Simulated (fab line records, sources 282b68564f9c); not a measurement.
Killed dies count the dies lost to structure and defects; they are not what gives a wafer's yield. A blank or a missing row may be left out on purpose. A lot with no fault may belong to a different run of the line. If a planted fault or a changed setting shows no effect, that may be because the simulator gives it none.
Which tool did it? || flow rit cmos || 14 lots, 42 wafers sampled, at 4 steps of a route of 202

WHAT EACH GAUGE READ, for each wafer
RIT_FOX2_THK_MEAS_90.
{"lot": "L999", "measured": "day 1 20:59", "on": "film metro-01", "FIELD_OXIDE_LEFT_1_THK (nm)": "333 325 333"}
{"lot": "L101", "measured": "day 2 06:50", "on": "film metro-04", "FIELD_OXIDE_LEFT_1_THK (nm)": "327 328 328"}
{"lot": "L102", "measured": "day 2 11:40", "on": "film metro-04", "FIELD_OXIDE_LEFT_1_THK (nm)": "317 325 322"}
{"lot": "L103", "measured": "day 2 17:12", "on": "film metro-04", "FIELD_OXIDE_LEFT_1_THK (nm)": "322 315 318"}
{"lot": "L104", "measured": "day 2 22:31", "on": "film metro-04", "FIELD_OXIDE_LEFT_1_THK (nm)": "326 327 322"}
{"lot": "L105", "measured": "day 3 03:33", "on": "film metro-03", "FIELD_OXIDE_LEFT_1_THK (nm)": "327 320 326"}
{"lot": "L106", "measured": "day 3 13:01", "on": "film metro-04", "FIELD_OXIDE_LEFT_1_THK (nm)": "322 321 320"}
{"lot": "L107", "measured": "day 3 16:20", "on": "film metro-04", "FIELD_OXIDE_LEFT_1_THK (nm)": "327 326 320"}
{"lot": "L108", "measured": "day 3 18:36", "on": "film metro-03", "FIELD_OXIDE_LEFT_1_THK (nm)": "319 316 317"}
{"lot": "L109", "measured": "day 4 01:04", "on": "film metro-03", "FIELD_OXIDE_LEFT_1_THK (nm)": "329 322 323"}
{"lot": "L112", "measured": "day 4 14:48", "on": "film metro-03", "FIELD_OXIDE_LEFT_1_THK (nm)": "329 330 330"}
{"lot": "L113", "measured": "day 4 19:30", "on": "film metro-04", "FIELD_OXIDE_LEFT_1_THK (nm)": "320 319 324"}
{"lot": "L120", "measured": "day 6 06:26", "on": "film metro-03", "FIELD_OXIDE_LEFT_1_THK (nm)": "334 336 330"}
{"lot": "L121", "measured": "day 6 11:37", "on": "film metro-03", "FIELD_OXIDE_LEFT_1_THK (nm)": "322 322 317"}

RIT_NRETRO_OVL_MEAS_06.
{"lot": "L999", "measured": "day 2 06:49", "on": "overlay-01", "NRETRO_OVL (nm)": "3.5 2.4 1.0"}
{"lot": "L101", "measured": "day 2 18:04", "on": "overlay-01", "NRETRO_OVL (nm)": "0.8 0.2 0.7"}
{"lot": "L102", "measured": "day 2 22:20", "on": "overlay-01", "NRETRO_OVL (nm)": "0.5 -1.3 -0.7"}
{"lot": "L103", "measured": "day 3 03:33", "on": "overlay-01", "NRETRO_OVL (nm)": "0.0 -0.3 0.0"}
{"lot": "L104", "measured": "day 3 08:47", "on": "overlay-01", "NRETRO_OVL (nm)": "2.9 0.0 1.5"}
{"lot": "L105", "measured": "day 3 14:16", "on": "overlay-01", "NRETRO_OVL (nm)": "-1.5 0.1 1.9"}
{"lot": "L106", "measured": "day 3 22:37", "on": "overlay-01", "NRETRO_OVL (nm)": "-0.1 1.3 2.0"}
{"lot": "L107", "measured": "day 4 02:35", "on": "overlay-01", "NRETRO_OVL (nm)": "0.1 1.3 1.1"}
{"lot": "L108", "measured": "day 4 06:23", "on": "overlay-01", "NRETRO_OVL (nm)": "1.7 1.3 0.5"}
{"lot": "L109", "measured": "day 4 11:51", "on": "overlay-01", "NRETRO_OVL (nm)": "-0.3 1.5 1.8"}
{"lot": "L112", "measured": "day 5 01:01", "on": "overlay-02", "NRETRO_OVL (nm)": "1.7 1.3 3.0"}
{"lot": "L113", "measured": "day 5 05:58", "on": "overlay-01", "NRETRO_OVL (nm)": "-0.5 0.1 -0.5"}
{"lot": "L120", "measured": "day 6 15:56", "on": "overlay-02", "NRETRO_OVL (nm)": "4.6 2.9 2.4"}
{"lot": "L121", "measured": "day 6 21:04", "on": "overlay-01", "NRETRO_OVL (nm)": "3.6 1.6 0.4"}

RIT_GATE_CD_MEAS_16 targets a cd of 150 nm.
{"lot": "L999", "measured": "day 2 19:14", "on": "cd sem-02", "cd nm (nm)": "151.9 153.0 152.0"}
{"lot": "L101", "measured": "day 3 01:54", "on": "cd sem-02", "cd nm (nm)": "152.3 152.3 150.3"}
{"lot": "L102", "measured": "day 3 08:06", "on": "cd sem-02", "cd nm (nm)": "153.3 151.6 153.0"}
{"lot": "L103", "measured": "day 3 14:59", "on": "cd sem-02", "cd nm (nm)": "153.3 151.3 151.9"}
{"lot": "L104", "measured": "day 3 18:18", "on": "cd sem-01", "cd nm (nm)": "152.7 153.6 153.7"}
{"lot": "L105", "measured": "day 4 01:43", "on": "cd sem-01", "cd nm (nm)": "151.5 154.6 153.3"}
{"lot": "L106", "measured": "day 4 08:16", "on": "cd sem-02", "cd nm (nm)": "151.5 152.5 153.3"}
{"lot": "L107", "measured": "day 4 10:04", "on": "cd sem-02", "cd nm (nm)": "152.0 152.7 151.3"}
{"lot": "L108", "measured": "day 4 15:07", "on": "cd sem-01", "cd nm (nm)": "151.2 148.9 151.6"}
{"lot": "L109", "measured": "day 4 21:34", "on": "cd sem-01", "cd nm (nm)": "146.9 149.1 149.6"}
{"lot": "L112", "measured": "day 5 08:19", "on": "cd sem-02", "cd nm (nm)": "151.2 148.2 149.5"}
{"lot": "L113", "measured": "day 5 15:32", "on": "cd sem-02", "cd nm (nm)": "149.8 148.0 146.2"}
{"lot": "L120", "measured": "day 7 00:32", "on": "cd sem-02", "cd nm (nm)": "246.7 246.5 247.4"}
{"lot": "L121", "measured": "day 7 03:47", "on": "cd sem-01", "cd nm (nm)": "228.6 226.0 228.5"}

WHICH TOOL RAN EACH LOT (tool, then ch and the chambers of the sampled wafers, then the start)
{"lot": "L999", "RIT_GATE_EXPOSE_13": "iline stepper-01 ch 0, day 2 18:50"}
{"lot": "L101", "RIT_GATE_EXPOSE_13": "iline stepper-02 ch 0, day 3 01:30"}
{"lot": "L102", "RIT_GATE_EXPOSE_13": "iline stepper-01 ch 0, day 3 07:42"}
{"lot": "L103", "RIT_GATE_EXPOSE_13": "iline stepper-01 ch 0, day 3 14:35"}
{"lot": "L104", "RIT_GATE_EXPOSE_13": "iline stepper-02 ch 0, day 3 17:54"}
{"lot": "L105", "RIT_GATE_EXPOSE_13": "iline stepper-01 ch 0, day 4 01:13"}
{"lot": "L106", "RIT_GATE_EXPOSE_13": "iline stepper-02 ch 0, day 4 07:52"}
{"lot": "L107", "RIT_GATE_EXPOSE_13": "iline stepper-01 ch 0, day 4 09:40"}
{"lot": "L108", "RIT_GATE_EXPOSE_13": "iline stepper-02 ch 0, day 4 14:43"}
{"lot": "L109", "RIT_GATE_EXPOSE_13": "iline stepper-02 ch 0, day 4 21:10"}
{"lot": "L112", "RIT_GATE_EXPOSE_13": "iline stepper-02 ch 0, day 5 07:55"}
{"lot": "L113", "RIT_GATE_EXPOSE_13": "iline stepper-02 ch 0, day 5 15:08"}
{"lot": "L120", "RIT_GATE_EXPOSE_13": "iline stepper-01 ch 0, day 7 00:08"}
{"lot": "L121", "RIT_GATE_EXPOSE_13": "iline stepper-01 ch 0, day 7 03:23"}
- RIT_GATE_EXPOSE_13: exposes mask M6, target cd 150 nm.

WHAT THE TOOLS THEMSELVES READ (means of the sampled wafers that have a number; where no wafer has one, the mark that the record gives instead)
RIT_GATE_EXPOSE_13.
{"lot": "L999", "tool": "iline stepper-01", "exposure dose mJ cm2": 380.0}
{"lot": "L101", "tool": "iline stepper-02", "exposure dose mJ cm2": 380.1}
{"lot": "L102", "tool": "iline stepper-01", "exposure dose mJ cm2": 379.8}
{"lot": "L103", "tool": "iline stepper-01", "exposure dose mJ cm2": 379.8}
{"lot": "L104", "tool": "iline stepper-02", "exposure dose mJ cm2": 380.4}
{"lot": "L105", "tool": "iline stepper-01", "exposure dose mJ cm2": 380.2}
{"lot": "L106", "tool": "iline stepper-02", "exposure dose mJ cm2": 379.9}
{"lot": "L107", "tool": "iline stepper-01", "exposure dose mJ cm2": 380.2}
{"lot": "L108", "tool": "iline stepper-02", "exposure dose mJ cm2": 379.5}
{"lot": "L109", "tool": "iline stepper-02", "exposure dose mJ cm2": 379.8}
{"lot": "L112", "tool": "iline stepper-02", "exposure dose mJ cm2": 380.2}
{"lot": "L113", "tool": "iline stepper-02", "exposure dose mJ cm2": 380.0}
{"lot": "L120", "tool": "iline stepper-01", "exposure dose mJ cm2": 316.2}
{"lot": "L121", "tool": "iline stepper-01", "exposure dose mJ cm2": 328.9}

THE ANSWER, worked out from the rows above alone
Rule: the usual values come from the lots themselves. Put in order of their means at a reading, lots are off if they are a third of the lots or fewer, leave a main group of 4 or more, and stand apart from it by a gap of 3 or more times the standard deviation of the main group's means; of several such gaps the widest counts. A main group is skipped when, at the precision printed for the reading in the tables above, its means are all equal. Also off: a lot with no number at a reading for which 4 or more lots have one. Any other lot the step has rows for is counted as sound. The gauges are gone through in route order, then the tools' own readings, and for those a lot's mean is taken as printed above. At the first step where some lot is off, the reading lying furthest off is the one used; lots without a number count as furthest.
Off, at RIT_GATE_CD_MEAS_16 on cd nm: L120, L121. Mean 151.4 nm and standard deviation 1.7 in the main group.
A tool fits if, at a process step before that reading, it ran every lot that is off, and no sound lot after the first of them. The gauges at RIT_GATE_CD_MEAS_16 aren't tried: what is off there is off at RIT_GATE_EXPOSE_13 too, on other tools, and a gauge's error can't cause that. One fits: RIT_GATE_EXPOSE_13 on iline stepper-01. A fault onset in the window from L107 (day 4 09:40, its last sound lot) to L120 (day 7 00:08, its first lot off) fits.
On the lots that are off, the tool's own readings at RIT_GATE_EXPOSE_13 differ by more than 5 times the standard deviation of the sound lots' means, which bears it out; exposure dose mJ cm2 reads 322.5 there versus 380.0 on the sound lots.

WHAT THE SIMULATOR HAD INSERTED
Drift in process parameters on iline stepper-01 at RIT_GATE_EXPOSE_13, starting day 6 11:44. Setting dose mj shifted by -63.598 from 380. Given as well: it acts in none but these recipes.
Struck lots among those shown: L120, L121. The same result came from the rule above.
